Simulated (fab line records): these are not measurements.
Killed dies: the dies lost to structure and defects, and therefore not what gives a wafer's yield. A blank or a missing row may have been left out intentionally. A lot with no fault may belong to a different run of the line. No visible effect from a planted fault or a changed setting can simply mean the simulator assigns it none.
fab line records ; flow ritCmos
record lots=14; wafers=42; lastDay=7
route steps=202 shown M1@196
lots that met no fault: from a run of the same line without faults
startH: hours from the record's first day to the start of the lot's first wafer shown ; waitH: hours since the lot's step before ; " as in the row above ; L1.1+2: a row that stands for several wafers ; - either no value or no given start ; * or withheld: withheld ; < > ~ a bound
route shown NAME@n: NAME is a module with steps in the file, n the number in the route of the first one ; usual: mean/standard deviation taken from wafers without a fault ; same: alike in all rows ; chamber/n: place in a boat ; sites: each site's reading ; _std_site: how widely they spread, as a standard deviation ; _edge_site: the outer-site mean with the inner-site mean subtracted ; radiusMm: for every site, how far away it sits from the centre of the wafer ; mask NAME#n: copy n ; behind: tool/chamber where the wafer was last shaped ; hold: the reason the lot was held/the length of the hold in hours/how it ended ; device: which transistor (n, p or np) failed to switch ; end of line: at the end of the route, the tests of the same wafers ; step lacking rows: just its recipe ; killed: dies that structure and defects cost at the first sort, which is not the same as the wafer's yield ; map: dies across one wafer; x = killed, . = not, _ = none there
set.NAME: the setting that was run; set.NAME@STEP: the one run at that earlier step ; model.NAME: the simulator's own value behind a step, which no gauge read
one table for each step of the route and one row for each wafer, over a sample of lots
services: when a tool's chamber went out of use (startH, in hours from the record's first day, below 0 if earlier), for how many hours, and the reason
## steps
# step RIT_M1_METAL_ETCH_12
# recipe stopOn=SiO2; chemistry=Cl2/BCl3; target=Al; timeS=165; overEtchFrac=0.5; pressureMtorr=100; targetDepthA=6000; rfW=250; Cl2_flow_sccm=60; bcl3FlowSccm=50
# usual drypumpMotorCurrentA=5.8/0.35; oesProductAu=0.780/0.013; rfFwdPowerW=249.0/0.78; runLengthS=193.5/0.47; throttleValvePct=8.28/0.095
lot.wafer;tool;chamber;startH;waitH;drypumpMotorCurrentA;oesProductAu;rfFwdPowerW;rfHoursCounterH;runLengthS;throttleValvePct
L270.1;rieMetal-01;0;60.20;0.2;5.8;0.796;250.3;38;193.0;8.42
L270.2;rieMetal-01;1;60.20;0.2;5.9;0.760;249.3;38;194.0;8.19
L270.6;rieMetal-01;1;60.20;0.2;5.9;0.766;249.6;-;194.0;8.19
L271.3;rieMetal-03;1;64.36;0.2;5.8;0.769;249.9;-;193.3;8.30
L271.5;rieMetal-03;1;64.36;0.2;5.9;0.781;248.9;-;193.3;8.31
L271.6;rieMetal-03;0;64.36;0.2;5.6;0.778;248.6;-;193.3;8.31
L272.2;rieMetal-02;0;69.86;0.2;5.3;0.757;250.7;4;193.1;8.35
L272.4;rieMetal-02;0;69.86;0.2;5.3;0.768;250.5;-;193.4;8.37
L272.6;rieMetal-02;1;69.86;0.2;6.4;0.792;247.6;-;194.4;8.14
L274.1;rieMetal-03;0;86.69;0.2;5.6;0.782;248.8;3;193.1;8.31
L274.2;rieMetal-03;1;86.69;0.2;5.9;0.777;249.1;3;193.0;8.32
L274.4;rieMetal-03;1;86.69;0.2;5.9;0.782;249.2;-;193.3;8.32
L275.2;rieMetal-02;0;92.15;0.2;5.3;0.777;249.9;5;193.2;8.37
L275.5;rieMetal-02;1;92.15;0.2;6.4;0.791;247.9;-;193.8;8.14
L275.6;rieMetal-02;0;92.15;0.2;5.3;0.762;250.3;-;193.6;8.36
L276.2;rieMetal-01;0;92.37;0.2;5.8;0.778;249.3;38;192.7;8.41
L276.3;rieMetal-01;1;92.37;0.2;6.0;0.763;249.6;-;194.3;8.22
L276.6;rieMetal-01;0;92.37;0.2;5.8;0.788;250.0;-;193.7;8.41
L277.4;rieMetal-03;0;96.53;0.1;5.6;0.787;248.0;-;193.2;8.31
L277.5;rieMetal-03;0;96.53;0.1;5.6;0.791;248.8;-;193.7;8.31
L277.6;rieMetal-03;1;96.53;0.1;5.9;0.789;248.3;-;193.3;8.29
L278.1;rieMetal-02;1;104.37;0.2;6.4;0.796;248.3;4;194.0;8.13
L278.3;rieMetal-02;1;104.37;0.2;6.4;0.800;248.6;-;193.7;8.13
L278.5;rieMetal-02;1;104.37;0.2;6.4;0.778;248.4;-;193.9;8.13
L280.1;rieMetal-03;0;113.98;0.2;5.6;0.787;249.5;3;193.7;8.30
L280.4;rieMetal-03;0;113.98;0.2;5.6;0.796;249.9;-;193.1;8.31
L280.5;rieMetal-03;0;113.98;0.2;5.6;0.799;249.5;-;193.4;8.31
L286.3;rieMetal-03;1;139.63;0.2;5.9;0.990;-;-;94.7;8.29
L286.5;rieMetal-03;0;139.63;0.2;5.6;1.011;-;-;94.1;8.27
L286.6;rieMetal-03;1;139.63;0.2;5.9;0.991;-;-;94.1;8.28
L288.4;rieMetal-03;1;150.64;0.1;5.9;0.986;-;-;94.0;8.27
L288.5;rieMetal-03;0;150.64;0.1;5.6;1.010;-;-;94.0;8.28
L288.6;rieMetal-03;1;150.64;0.1;5.9;0.981;-;-;94.0;8.26
L289.1;rieMetal-02;1;154.23;0.2;6.4;0.784;249.0;5;194.2;8.15
L289.2;rieMetal-02;0;154.23;0.2;5.3;0.768;246.9;6;193.3;8.36
L289.5;rieMetal-02;1;154.23;0.2;6.4;0.784;249.6;-;193.7;8.13
L290.2;rieMetal-01;1;160.25;0.2;6.0;0.757;249.6;0;194.2;8.19
L290.3;rieMetal-01;1;160.25;0.2;6.0;0.759;249.9;-;194.5;8.19
L290.5;rieMetal-01;1;160.25;0.2;6.0;0.759;249.8;-;194.2;8.21
L292.1;rieMetal-02;1;170.12;0.2;6.4;0.787;249.7;5;193.9;8.14
L292.3;rieMetal-02;1;170.12;0.2;6.4;0.797;250.3;-;193.7;8.14
L292.5;rieMetal-02;0;170.12;0.2;5.3;0.765;248.6;-;193.1;8.36
# step RIT_M1_CD_MEAS_90
# recipe targetCdNm=2600
# usual cdNm=2601.8/2.6
lot.wafer;tool;chamber;startH;waitH;cdNm
L270.1;cdSem-01;-;60.71;0.1;2606.0
L270.2;cdSem-01;-;60.71;0.1;2602.7
L270.6;cdSem-01;-;60.71;0.1;2603.1
L271.3;cdSem-01;-;64.86;0.1;2598.9
L271.5;cdSem-01;-;64.86;0.1;2603.5
L271.6;cdSem-01;-;64.86;0.1;2602.2
L272.2;cdSem-02;-;70.39;0.1;2598.9
L272.4;cdSem-02;-;70.39;0.1;2599.2
L272.6;cdSem-02;-;70.39;0.1;2600.1
L274.1;cdSem-02;-;87.22;0.1;2604.4
L274.2;cdSem-02;-;87.22;0.1;2603.0
L274.4;cdSem-02;-;87.22;0.1;2604.2
L275.2;cdSem-01;-;92.72;0.1;2602.7
L275.5;cdSem-01;-;92.72;0.1;2601.1
L275.6;cdSem-01;-;92.72;0.1;2599.0
L276.2;cdSem-02;-;92.90;0.1;2596.7
L276.3;cdSem-02;-;92.90;0.1;2600.7
L276.6;cdSem-02;-;92.90;0.1;2599.4
L277.4;cdSem-02;-;97.07;0.1;2603.3
L277.5;cdSem-02;-;97.07;0.1;2602.7
L277.6;cdSem-02;-;97.07;0.1;2607.2
L278.1;cdSem-01;-;104.88;0.1;2604.1
L278.3;cdSem-01;-;104.88;0.1;2604.4
L278.5;cdSem-01;-;104.88;0.1;2604.6
L280.1;cdSem-02;-;114.49;0.1;2603.2
L280.4;cdSem-02;-;114.49;0.1;2601.8
L280.5;cdSem-02;-;114.49;0.1;2603.1
L286.3;cdSem-02;-;140.15;0.1;2618.5
L286.5;cdSem-02;-;140.15;0.1;2615.1
L286.6;cdSem-02;-;140.15;0.1;2614.5
L288.4;cdSem-02;-;151.16;0.1;2618.6
L288.5;cdSem-02;-;151.16;0.1;2613.3
L288.6;cdSem-02;-;151.16;0.1;2617.5
L289.1;cdSem-01;-;154.74;0.1;2601.3
L289.2;cdSem-01;-;154.74;0.1;2601.3
L289.5;cdSem-01;-;154.74;0.1;2600.9
L290.2;cdSem-02;-;160.78;0.1;2603.9
L290.3;cdSem-02;-;160.78;0.1;2603.4
L290.5;cdSem-02;-;160.78;0.1;2601.5
L292.1;cdSem-02;-;170.65;0.1;2600.5
L292.3;cdSem-02;-;170.65;0.1;2602.0
L292.5;cdSem-02;-;170.65;0.1;2601.3
# step RIT_M1_PROBE_99
# usual defectLimitedYield=97.3/1.1; killed_at_M0_to_M3=0.0/0.18; killedAtContacts=0.1/0.38; killedAtFrontEnd=6.9/2.9; killedDies=7.1/3; killedOnRim=2.0/1.4; killedOpen=3.5/2.1; killedShort=3.5/2; sort_bin_3_pad_short=0.1/0.2; sort_bin_5_function=1.6/0.86; sort_bin_6_memory=1.0/0.61; sortNPass=256.9/3; sortYieldPct=97.3/1.1
# same grossDies=264; killed_at_M4_up=0; killedAtBackSide=0; killedAtOther=0
lot.wafer;tool;chamber;startH;waitH;defectLimitedYield[%];killed_at_M0_to_M3;killedAtContacts;killedAtFrontEnd;killedDies;killedOnRim;killedOpen;killedShort;sort_bin_3_pad_short[%];sort_bin_5_function[%];sort_bin_6_memory[%];sortNPass;sortYieldPct[%]
L270.1;prober-01;-;65.34;0.1;95.1;0;0;13;13;6;8;5;0;2.7;2.3;251.0;95.1
L270.2;prober-01;-;65.39;0.1;97.0;0;0;8;8;3;4;4;0;1.9;1.1;256.0;97.0
L270.6;prober-01;-;65.59;0.2;97.0;0;0;8;8;2;6;2;0;2.3;0.8;256.0;97.0
L271.3;prober-02;-;67.55;0.2;97.7;0;0;6;6;1;3;3;0;1.9;0.4;258.0;97.7
L271.5;prober-02;-;67.65;0.2;97.7;0;0;6;6;0;3;3;0.4;1.5;0.4;258.0;97.7
L271.6;prober-02;-;67.70;0.2;97.3;0;0;7;7;1;5;2;0.4;0.8;1.5;257.0;97.3
L272.2;prober-01;-;72.86;0.1;98.1;0;0;5;5;1;3;2;0;1.1;0.8;259.0;98.1
L272.4;prober-01;-;72.96;0.2;97.0;0;0;8;8;1;2;6;0;2.3;0.8;256.0;97.0
L272.6;prober-01;-;73.06;0.2;96.2;1;1;8;10;3;2;8;0;2.3;1.5;254.0;96.2
L274.1;prober-01;-;89.23;0.1;97.7;0;0;6;6;3;5;1;0;1.1;1.1;258.0;97.7
L274.2;prober-01;-;89.28;0.1;98.1;0;0;5;5;0;2;3;0;0.8;1.1;259.0;98.1
L274.4;prober-01;-;89.38;0.2;96.6;0;0;9;9;3;7;2;0;2.7;0.8;255.0;96.6
L275.2;prober-02;-;94.49;0.1;98.1;0;0;5;5;2;3;2;0.4;1.5;0;259.0;98.1
L275.5;prober-02;-;94.64;0.2;98.1;0;0;5;5;2;5;0;0;1.1;0.8;259.0;98.1
L275.6;prober-02;-;94.69;0.2;98.5;0;0;4;4;0;1;3;0;0.8;0.8;260.0;98.5
L276.2;prober-02;-;95.29;0.1;97.0;0;0;8;8;4;1;7;0;2.3;0.8;256.0;97.0
L276.3;prober-02;-;95.34;0.2;96.2;0;0;10;10;5;8;2;0;3.4;0.4;254.0;96.2
L276.6;prober-02;-;95.49;0.2;97.7;0;0;6;6;3;2;4;0;0.8;1.5;258.0;97.7
L277.4;prober-01;-;98.90;0.2;97.3;0;0;7;7;3;3;4;0;1.5;1.1;257.0;97.3
L277.5;prober-01;-;98.95;0.2;97.0;0;0;8;8;1;4;4;0.4;2.3;0.4;256.0;97.0
L277.6;prober-01;-;99.00;0.2;96.6;0;0;9;9;2;4;5;0.4;1.9;1.1;255.0;96.6
L278.1;prober-02;-;106.62;0.1;98.9;0;0;3;3;0;2;1;0;0.8;0.4;261.0;98.9
L278.3;prober-02;-;106.72;0.2;97.3;0;1;6;7;1;3;4;0;1.5;1.1;257.0;97.3
L278.5;prober-02;-;106.82;0.2;95.5;0;0;12;12;3;10;2;0.8;3.0;0.8;252.0;95.5
L280.1;prober-02;-;116.23;0.1;99.6;0;0;1;1;0;1;0;0;0.4;0;263.0;99.6
L280.4;prober-02;-;116.38;0.2;97.3;1;0;6;7;2;2;5;0;1.1;1.5;257.0;97.3
L280.5;prober-02;-;116.43;0.2;98.5;0;0;4;4;0;1;3;0;1.1;0.4;260.0;98.5
L286.3;prober-02;-;141.95;0.2;0;255;0;9;264;70;4;5;0.4;98.1;1.5;0;0
L286.5;prober-02;-;142.05;0.2;0;257;0;7;264;70;4;3;0;98.5;1.5;0;0
L286.6;prober-02;-;142.10;0.2;0;262;0;2;264;70;0;2;0.4;99.2;0.4;0;0
L288.4;prober-02;-;152.99;0.2;0;255;0;9;264;70;8;1;0;99.2;0.8;0;0
L288.5;prober-02;-;153.04;0.2;0;259;0;5;264;70;2;3;0.4;98.5;1.1;0;0
L288.6;prober-02;-;153.09;0.2;0;260;0;4;264;70;1;3;0;99.2;0.8;0;0
L289.1;prober-01;-;156.48;0.1;97.7;0;0;6;6;3;3;3;0;1.5;0.8;258.0;97.7
L289.2;prober-01;-;156.53;0.1;98.1;0;0;5;5;1;2;2;0;1.5;0.4;259.0;98.1
L289.5;prober-01;-;156.68;0.2;97.7;0;0;6;6;1;2;3;0;1.1;1.1;258.0;97.7
L290.2;prober-02;-;162.55;0.1;98.5;0;0;4;4;1;1;3;0;0.8;0.8;260.0;98.5
L290.3;prober-02;-;162.60;0.2;98.5;0;1;3;4;0;3;1;0;0.8;0.8;260.0;98.5
L290.5;prober-02;-;162.70;0.2;98.9;0;0;3;3;2;0;3;0;1.1;0;261.0;98.9
L292.1;prober-02;-;172.39;0.1;97.0;0;0;8;8;2;3;3;0;1.9;1.1;256.0;97.0
L292.3;prober-02;-;172.49;0.2;94.7;0;0;14;14;2;7;5;0;3.8;1.5;250.0;94.7
L292.5;prober-02;-;172.59;0.2;97.3;0;0;7;7;1;1;6;0;1.9;0.8;257.0;97.3
# killed by level:class
L270.1 GATE:geometricParticle:open=4 REOX:geometricParticle:short=2 SPACER:geometricParticle:short=2 SILICIDE:geometricParticle:open=2 FOX1:geometricParticle:short=1 FOX2:geometricParticle:open=1 SPACER:geometricParticle:open=1
L270.2 FOX1:geometricParticle:open=2 FOX1:geometricParticle:short=2 GATE:geometricParticle:short=2 GATE:geometricParticle:open=1 SPACER:geometricParticle:open=1
L270.6 GATE:geometricParticle:open=4 FOX1:geometricParticle:open=1 FOX2:geometricParticle:short=1 GATE:geometricParticle:short=1 SILICIDE:geometricParticle:open=1
L271.3 FOX1:geometricParticle:open=2 FOX1:geometricParticle:short=1 GATE:geometricParticle:short=1 REOX:geometricParticle:short=1 SILICIDE:geometricParticle:open=1
L271.5 FOX1:geometricParticle:open=2 SILICIDE:geometricParticle:short=2 REOX:geometricParticle:open=1 SPACER:geometricParticle:short=1
L271.6 GATE:geometricParticle:open=3 FOX1:geometricParticle:open=1 FOX1:geometricParticle:short=1 SPACER:geometricParticle:open=1 SPACER:geometricParticle:short=1
L272.2 SPACER:geometricParticle:short=2 SPACER:geometricParticle:open=2 GATE:geometricParticle:open=1
L272.4 FOX1:geometricParticle:short=3 FOX2:geometricParticle:open=1 FOX2:geometricParticle:short=1 GATE:geometricParticle:short=1 SILICIDE:geometricParticle:short=1 SILICIDE:geometricParticle:open=1
L272.6 FOX1:geometricParticle:short=2 FOX1:geometricParticle:open=2 FOX2:geometricParticle:short=2 REOX:geometricParticle:short=1 SPACER:geometricParticle:short=1 CONTACT:geometricParticle:short=1 M1:geometricParticle:short=1
L274.1 GATE:geometricParticle:open=2 FOX1:geometricParticle:open=1 FOX2:geometricParticle:short=1 FOX2:geometricParticle:open=1 SPACER:geometricParticle:open=1
L274.2 FOX1:geometricParticle:open=2 GATE:geometricParticle:short=2 SILICIDE:geometricParticle:short=1
L274.4 GATE:geometricParticle:open=3 SPACER:geometricParticle:open=3 GATE:geometricParticle:short=1 REOX:geometricParticle:open=1 SPACER:geometricParticle:short=1
L275.2 FOX1:geometricParticle:open=1 FOX2:geometricParticle:open=1 GATE:geometricParticle:short=1 SPACER:geometricParticle:open=1 SILICIDE:geometricParticle:short=1
L275.5 SPACER:geometricParticle:open=2 FOX1:geometricParticle:open=1 FOX2:geometricParticle:open=1 REOX:geometricParticle:open=1
L275.6 FOX2:geometricParticle:short=1 GATE:geometricParticle:short=1 SPACER:geometricParticle:short=1 SILICIDE:geometricParticle:open=1
L276.2 FOX1:geometricParticle:short=3 GATE:geometricParticle:short=2 SPACER:geometricParticle:short=2 GATE:geometricParticle:open=1
L276.3 FOX1:geometricParticle:open=3 GATE:geometricParticle:open=3 GATE:geometricParticle:short=1 REOX:geometricParticle:open=1 SILICIDE:geometricParticle:open=1 SILICIDE:geometricParticle:short=1
L276.6 REOX:geometricParticle:short=3 FOX1:geometricParticle:short=1 FOX2:geometricParticle:open=1 GATE:geometricParticle:open=1
L277.4 FOX1:geometricParticle:short=1 FOX1:geometricParticle:open=1 FOX2:geometricParticle:short=1 GATE:geometricParticle:open=1 SPACER:geometricParticle:short=1 SILICIDE:geometricParticle:open=1 SILICIDE:geometricParticle:short=1
L277.5 GATE:geometricParticle:open=3 GATE:geometricParticle:short=2 FOX1:geometricParticle:open=1 FOX1:geometricParticle:short=1 REOX:geometricParticle:short=1
L277.6 FOX2:geometricParticle:short=2 GATE:geometricParticle:short=2 FOX1:geometricParticle:open=1 FOX1:geometricParticle:short=1 GATE:geometricParticle:open=1 SPACER:geometricParticle:open=1 SILICIDE:geometricParticle:open=1
L278.1 FOX2:geometricParticle:open=1 GATE:geometricParticle:short=1 GATE:geometricParticle:open=1
L278.3 FOX1:geometricParticle:open=1 FOX2:geometricParticle:short=1 GATE:geometricParticle:short=1 REOX:geometricParticle:short=1 REOX:geometricParticle:open=1 SPACER:geometricParticle:short=1 CONTACT:geometricParticle:open=1
L278.5 GATE:geometricParticle:open=4 FOX2:geometricParticle:open=2 GATE:geometricParticle:short=2 SPACER:geometricParticle:open=2 FOX1:geometricParticle:open=1 SILICIDE:geometricParticle:open=1
L280.1 FOX1:geometricParticle:open=1
L280.4 SPACER:geometricParticle:short=2 SILICIDE:geometricParticle:short=2 FOX1:geometricParticle:open=1 SILICIDE:geometricParticle:open=1 M1:geometricParticle:short=1
L280.5 GATE:geometricParticle:short=2 GATE:geometricParticle:open=1 SILICIDE:geometricParticle:short=1
L286.3 M1:areaEtch=255 GATE:geometricParticle:open=3 GATE:geometricParticle:short=2 REOX:geometricParticle:short=2 REOX:geometricParticle:open=1 SILICIDE:geometricParticle:short=1
L286.5 M1:areaEtch=257 GATE:geometricParticle:short=2 FOX1:geometricParticle:open=1 FOX2:geometricParticle:open=1 GATE:geometricParticle:open=1 SILICIDE:geometricParticle:short=1 SILICIDE:geometricParticle:open=1
L286.6 M1:areaEtch=262 GATE:geometricParticle:short=1 SILICIDE:geometricParticle:short=1
L288.4 M1:areaEtch=255 FOX2:geometricParticle:open=2 GATE:geometricParticle:open=2 SPACER:geometricParticle:open=2 FOX1:geometricParticle:open=1 GATE:geometricParticle:short=1 SILICIDE:geometricParticle:open=1
L288.5 M1:areaEtch=259 REOX:geometricParticle:short=3 REOX:geometricParticle:open=1 SPACER:geometricParticle:open=1
L288.6 M1:areaEtch=260 REOX:geometricParticle:short=3 REOX:geometricParticle:open=1
L289.1 GATE:geometricParticle:short=3 SILICIDE:geometricParticle:open=2 SPACER:geometricParticle:open=1
L289.2 SPACER:geometricParticle:open=2 GATE:geometricParticle:short=1 SILICIDE:geometricParticle:short=1 PRETRO:coatMicrobubblePrinted=1
L289.5 FOX1:geometricParticle:short=2 FOX1:geometricParticle:open=1 GATE:geometricParticle:open=1 GATE:geometricParticle:short=1 PRETRO:coatMicrobubblePrinted=1
L290.2 FOX1:geometricParticle:short=1 GATE:geometricParticle:short=1 SPACER:geometricParticle:short=1 SILICIDE:geometricParticle:open=1
L290.3 REOX:geometricParticle:open=2 GATE:geometricParticle:open=1 CONTACT:geometricParticle:short=1
L290.5 FOX2:geometricParticle:short=1 REOX:geometricParticle:short=1 SILICIDE:geometricParticle:short=1
L292.1 PLDD:coatMicrobubblePrinted=2 FOX1:geometricParticle:open=1 FOX2:geometricParticle:short=1 GATE:geometricParticle:short=1 REOX:geometricParticle:open=1 REOX:geometricParticle:short=1 SILICIDE:geometricParticle:open=1
L292.3 GATE:geometricParticle:short=3 GATE:geometricParticle:open=3 SILICIDE:geometricParticle:open=2 PLDD:coatMicrobubblePrinted=2 FOX1:geometricParticle:short=1 FOX2:geometricParticle:open=1 REOX:geometricParticle:open=1 SPACER:geometricParticle:short=1
L292.5 GATE:geometricParticle:short=3 REOX:geometricParticle:short=2 FOX2:geometricParticle:short=1 REOX:geometricParticle:open=1
## services
tool;chamber;startH;hours;kind
rieMetal-01;-;110.58;1.4;repair
rieMetal-01;-;136.12;20.0;pm
rieMetal-01;0;136.12;20.0;ventCycle
rieMetal-01;1;136.12;20.0;ventCycle
rieMetal-01;0;156.12;-;clean
rieMetal-01;1;156.12;-;clean
rieMetal-02;1;162.28;3.6;repair
## key
firstSign step=RIT_M1_METAL_ETCH_12; reading=runLengthS; direction=down; sigmas=99+; usual=*; struck=*
effect step=RIT_M1_METAL_ETCH_12; reading=oesProductAu; direction=up; sigmas=17; usual=0.780; struck=0.995
effect step=RIT_M1_CD_MEAS_90; reading=cdNm; direction=up; sigmas=5.5; usual=2601.8; struck=2616.2
effect step=RIT_M1_PROBE_99; reading=killed_at_M0_to_M3; direction=up; sigmas=99+; usual=0.0; struck=258
moreKillsBornAt RIT_M1_METAL_ETCH_12@rieMetal-03=1548
metAt RIT_M1_METAL_ETCH_12
struckLots L286,L288
laterRowsLeftOut L286.3,L286.5,L286.6,L288.4,L288.5,L288.6
onsetBetween 113.98 139.63
fault kind=processParameterDrift; tool=rieMetal-03; chamber=-; onsetH=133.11; steps=RIT_M1_METAL_ETCH_12; channel=timeS; offset=*; shape=step; endH=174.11; stated=*
# laterRowsLeftOut: the simulator's readings of these wafers behind a module that went badly wrong aren't trusted and aren't shown, but for the sort
